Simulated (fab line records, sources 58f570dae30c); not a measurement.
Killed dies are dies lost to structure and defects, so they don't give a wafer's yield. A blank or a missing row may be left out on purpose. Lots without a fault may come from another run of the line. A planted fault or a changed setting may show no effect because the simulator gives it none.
Which tool did it? | flow berkeley_cmos170 | 12 lots, 36 wafers sampled, at 5 steps of a route of 331

WHAT THE GAUGES READ, wafer by wafer
UCB170_START_BOW_MEAS_00. Usual: INCOMING_BOW 0 um, standard deviation 5.7.
lot  | measured    | on            | INCOMING_BOW (um) | flag
L820 | day 1 10:01 | film_metro-01 | 0 -3 0            |
L821 | day 1 15:00 | film_metro-01 | -6 4 -8           |
L822 | day 1 20:01 | film_metro-04 | -9 2 -1           |
L823 | day 2 01:01 | film_metro-01 | 4 -4 -5           |
L836 | day 4 18:01 | film_metro-01 | -1 -3 7           |
L837 | day 4 23:00 | film_metro-02 | 5 -4 -5           |
L838 | day 5 04:04 | film_metro-04 | 3 3 -7            |
L839 | day 5 09:02 | film_metro-01 | 1 -4 -7           |
L840 | day 5 14:02 | film_metro-04 | 3 9 3             |
L841 | day 5 19:02 | film_metro-02 | -7 7 -1           |
L842 | day 6 00:00 | film_metro-02 | -2 1 -7           |
L843 | day 6 05:01 | film_metro-04 | 0 -1 5            |

UCB170_NWELL_THK_MEAS_05. Usual: NWELL_NITRIDE_THK 224.2 nm, standard deviation 1.9.
lot  | measured    | on            | NWELL_NITRIDE_THK (nm) | flag
L820 | day 2 06:24 | film_metro-01 | 225.2 223.3 223.5      |
L821 | day 2 06:23 | film_metro-03 | 224.6 225.8 226.1      |
L822 | day 2 16:53 | film_metro-01 | 223.0 226.5 223.7      |
L823 | day 2 22:50 | film_metro-01 | 214.2 213.8 213.0      | OFF
L836 | day 5 17:52 | film_metro-04 | 222.6 224.5 223.1      |
L837 | day 5 21:57 | film_metro-01 | 224.1 222.5 225.5      |
L838 | day 6 01:12 | film_metro-04 | 224.6 224.4 223.8      |
L839 | day 6 06:58 | film_metro-04 | 227.4 226.5 228.0      |
L840 | day 6 10:31 | film_metro-03 | 222.9 223.1 223.8      |
L841 | day 6 15:37 | film_metro-03 | 222.6 224.1 224.6      |
L842 | day 6 20:13 | film_metro-04 | 218.8 219.4 220.3      |
L843 | day 7 00:49 | film_metro-03 | 223.4 223.6 225.2      |

UCB170_PWELL_THK_MEAS_03. Usual: PWELL_OXIDE_THK 26.4 nm, standard deviation 0.43.
lot  | measured    | on            | PWELL_OXIDE_THK (nm) | flag
L820 | day 2 16:18 | film_metro-03 | 26.2 26.4 26.2       |
L821 | day 2 16:17 | film_metro-02 | 27.5 27.4 27.1       |
L822 | day 3 05:08 | film_metro-03 | 26.6 26.3 26.6       |
L823 | day 3 09:05 | film_metro-03 | 26.5 26.2 26.4       |
L836 | day 6 07:49 | film_metro-03 | 26.0 25.9 26.1       |
L837 | day 6 11:02 | film_metro-03 | 26.4 25.8 26.3       |
L838 | day 6 11:04 | film_metro-04 | 25.7 26.2 25.7       |
L839 | day 6 20:32 | film_metro-03 | 27.0 27.2 26.9       |
L840 | day 6 20:32 | film_metro-04 | 26.7 26.7 26.7       |
L841 | day 7 05:30 | film_metro-02 | 26.5 25.9 26.7       |
L842 | day 7 05:29 | film_metro-04 | 26.3 26.4 26.3       |
L843 | day 7 12:27 | film_metro-02 | 25.8 26.1 26.0       |

UCB170_PWELL_THK_MEAS_06. Usual: PWELL_NITRIDE_THK 222.3 nm, standard deviation 2.1.
lot  | measured    | on            | PWELL_NITRIDE_THK (nm) | flag
L820 | day 2 23:08 | film_metro-04 | 223.1 224.3 222.4      |
L821 | day 2 23:07 | film_metro-03 | 218.7 220.6 220.6      |
L822 | day 3 10:28 | film_metro-02 | 218.4 219.2 217.7      |
L823 | day 3 17:08 | film_metro-03 | 223.1 222.7 227.2      |
L836 | day 6 15:24 | film_metro-02 | 224.2 224.6 223.2      |
L837 | day 6 15:30 | film_metro-04 | 225.4 226.3 223.7      |
L838 | day 6 15:29 | film_metro-02 | 220.8 219.8 220.8      |
L839 | day 7 02:13 | film_metro-03 | 223.0 221.7 223.5      |
L840 | day 7 02:13 | film_metro-02 | 222.5 224.2 223.6      |
L841 | day 7 09:58 | film_metro-03 | 222.3 220.7 222.0      |
L842 | day 7 09:57 | film_metro-04 | 221.0 221.4 220.9      |
L843 | day 7 20:20 | film_metro-04 | 221.3 220.3 222.6      |

WHICH TOOL RAN EACH LOT (tool, then ch and the chambers of the sampled wafers, then the start)
lot  | UCB170_NWELL_CVD_04
L820 | lpcvd-02 ch 1, day 2 04:28
L821 | lpcvd-02 ch 1, day 2 04:28
L822 | lpcvd-02 ch 0, day 2 14:56
L823 | lpcvd-02 ch 0, day 2 20:54
L836 | lpcvd-01 ch 0, day 5 15:55
L837 | lpcvd-01 ch 1, day 5 20:01
L838 | lpcvd-02 ch 0, day 5 23:14
L839 | lpcvd-01 ch 0, day 6 05:01
L840 | lpcvd-02 ch 1, day 6 08:34
L841 | lpcvd-02 ch 1, day 6 13:40
L842 | lpcvd-02 ch 1, day 6 18:17
L843 | lpcvd-01 ch 0, day 6 22:52
- UCB170_NWELL_CVD_04: deposits Si3N4 from SiH2Cl2/NH3, target thk 224 nm, time 3360 s.

WHAT THE TOOLS THEMSELVES READ (means of the sampled wafers that have a number; where no wafer has one, the mark that the record gives instead)
UCB170_NWELL_CVD_04. Usual: spike_tc_load_C 822.9 C, standard deviation 1.1; zone_power_load_pct 19.4 %, standard deviation 1.5.
lot  | tool     | spike_tc_load_C (C) | zone_power_load_pct (%) | flag
L820 | lpcvd-02 | 824.1               | 19.8                    |
L821 | lpcvd-02 | 822.9               | 19.9                    |
L822 | lpcvd-02 | 821.8               | 18.5                    |
L823 | lpcvd-02 | 822.4               | 18.6                    |
L836 | lpcvd-01 | 823.1               | 17.3                    |
L837 | lpcvd-01 | 823.1               | 23.7                    |
L838 | lpcvd-02 | 823.5               | 18.6                    |
L839 | lpcvd-01 | 822.6               | 17.4                    |
L840 | lpcvd-02 | 823.0               | 20.2                    |
L841 | lpcvd-02 | 821.9               | 19.7                    |
L842 | lpcvd-02 | 824.9               | 19.9                    |
L843 | lpcvd-01 | 823.3               | 17.3                    |

THE ANSWER, worked out from the rows above alone
Rule: a lot is off if the mean of its wafers that have a number lies more than 3 standard deviations from the usual mean. A lot without any number at a reading at which 4 lots or more have one is off too. The other lots that the step has rows for count as sound. The gauges are gone through in route order, then the tools' own readings, and for those a lot's mean is taken as printed above. The first step at which some lot is off is used, and at that step the reading that is off furthest; a lot without a number counts as furthest.
Off: L823, at UCB170_NWELL_THK_MEAS_05 (NWELL_NITRIDE_THK).
A tool fits if, at a process step before that reading, it ran every lot that is off, and no sound lot after the first of them. The gauges at UCB170_NWELL_THK_MEAS_05 are tried like those tools. None of those tried fits.

WHAT THE SIMULATOR HAD PUT IN
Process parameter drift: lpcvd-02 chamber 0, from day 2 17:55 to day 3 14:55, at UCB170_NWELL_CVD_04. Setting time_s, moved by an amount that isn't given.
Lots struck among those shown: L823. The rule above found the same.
